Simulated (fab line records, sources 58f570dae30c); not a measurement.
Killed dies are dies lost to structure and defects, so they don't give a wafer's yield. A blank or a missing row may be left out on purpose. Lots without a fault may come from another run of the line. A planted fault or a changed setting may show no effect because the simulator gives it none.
One fault seen from 2 desks | flow berkeley_cmos170 | each desk has only its own numbers; what lay behind them comes last

THE METROLOGY DESK
What the gauges read, lot by lot, whatever tool the lot ran on: means of the sampled wafers that have a number. A lot is out of limits, marked OUT, if its mean lies more than 4 standard deviations from the usual mean; the brackets give that distance.
Columns: A = M1_AL_RS at UCB170_M1_RS_MEAS_01, usual 0.0486 ohm/sq; B = M1_AL_THK at UCB170_M1_THK_MEAS_02, usual 603 nm; C = V1_OVL at UCB170_V1_OVL_MEAS_13, usual 1 nm; D = V2_OVL at UCB170_V2_OVL_MEAS_13, usual -1 nm
lot  | first seen here | A                | B             | C  | D
L887 | day 7 11:00     | 0.0487           | 608           | 3  | -2
L889 | day 8 05:20     | 0.0483           | 607           | 5  | 3
L891 | day 8 14:25     | 0.0484           | 600           | -8 | 1
L893 | day 8 22:37     | 0.0488           | 601           | -2 | -7
L892 | day 9 07:07     | 0.0486           | 601           | 7  | -7
L894 | day 9 07:52     | 0.0487           | 604           | -3 | -2
L896 | day 9 12:44     | 0.0487           | 602           | -5 | -2
L895 | day 9 12:46     | 0.0482           | 612           | -4 | -1
L897 | day 9 18:38     | 0.0483           | 602           | 2  | -3
L898 | day 9 18:50     | 0.0484           | 610           | 0  | 5
L900 | day 10 15:50    | 0.0488           | 600           | -0 | -0
L904 | day 10 17:12    | 0.0361 (-30) OUT | 851 (+41) OUT | -3 | -5
L906 | day 11 08:41    | 0.0477           | 618           | 7  | -4
This desk's finding: out of limits on L904; first on L904, day 10 17:12 (M1_AL_RS at UCB170_M1_RS_MEAS_01). In limits: L887, L889, L891, L893, L892, L894, L896, L895, L897, L898, L900, L906.

THE TOOL OWNER'S DESK: pvd_sputter-04
The tool's own readings at UCB170_M1_SPUTTER_00 (material Al, target thk 600 nm, time 80 s): means of the sampled wafers that have a number, for each lot that ran on this tool. A lot is out of limits, marked OUT, if its mean lies more than 4 standard deviations from the usual mean; the brackets give that distance.
Columns: A = throttle_valve_pct at UCB170_M1_SPUTTER_00, usual 30.0 %
lot  | first seen here | A
L895 | day 9 12:40     | 30.0
L898 | day 9 18:46     | 29.8
L904 | day 10 17:07    | 29.8
This desk's finding: nothing out of limits on any of the 3 lots.

PUT TOGETHER
The metrology desk could have raised an alarm at day 10 17:12, on L904.
The tool owner's desk saw nothing out of limits.
The tool owner's desk has L904 on record, within its limits.
Of the lots named, all ran UCB170_M1_SPUTTER_00 on pvd_sputter-04.

WHAT THE SIMULATOR HAD PUT IN
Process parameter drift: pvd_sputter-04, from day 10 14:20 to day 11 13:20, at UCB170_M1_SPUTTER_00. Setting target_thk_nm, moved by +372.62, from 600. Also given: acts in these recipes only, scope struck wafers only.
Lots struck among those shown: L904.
Hours from the fault's start to each desk's first reading out of limits: the metrology desk, 3.
